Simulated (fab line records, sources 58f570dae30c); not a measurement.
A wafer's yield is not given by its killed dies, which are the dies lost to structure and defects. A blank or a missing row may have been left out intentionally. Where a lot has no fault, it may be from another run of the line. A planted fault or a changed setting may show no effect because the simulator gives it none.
Chamber matching	flow berkeleyCmos170	4 sister chambers for UCB170_GATE_ETCH_15 on rieSi-01
The step etches poly-Si in HBr/Cl2, stops on SiO2, time 56.3 s, target depth 278.2 nm. 4 wafers are shown with their chamber, then 7 later ones without.

== WAFERS PAIRED WITH THEIR CHAMBERS ==
wafer	chamber	throttleValvePct (%)
L399.6	3	26.85
L401.6	2	26.55
L411.3	1	26.55
L411.4	0	26.47

== WAFERS WITH NO CHAMBER GIVEN ==
wafer	throttleValvePct (%)
L411.5	26.55
L413.2	26.48
L413.4	26.83
L413.5	26.53
L415.3	26.47
L415.4	26.54
L415.6	26.53

== WHICH CHAMBER EACH WENT THROUGH ==
wafer	from the rows above	in truth
L411.5	can't be placed: 1 or 2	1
L413.2	0	0
L413.4	3	3
L413.5	can't be placed: 1 or 2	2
L415.3	0	0
L415.4	can't be placed: 1 or 2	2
L415.6	can't be placed: 1 or 2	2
Correctly placed: 3 of 7. From these rows, 4 cannot be placed; in 4 the true chamber is one of the candidates. Wrongly placed: 0.
How it was worked out, from the rows above alone: a wafer's distance from a chamber is the root of the sum, over the readings, of the square of ((its reading less the chamber's mean) divided by the reading's scatter). The wafer belongs to the nearest chamber; if the next one is less than 2 further off, it can't be placed. Each chamber's mean is taken over the wafers shown for it. The scatter (one wafer shown for each chamber): square how far every hidden wafer sits from the nearest shown wafer, average those squares and take the square root.
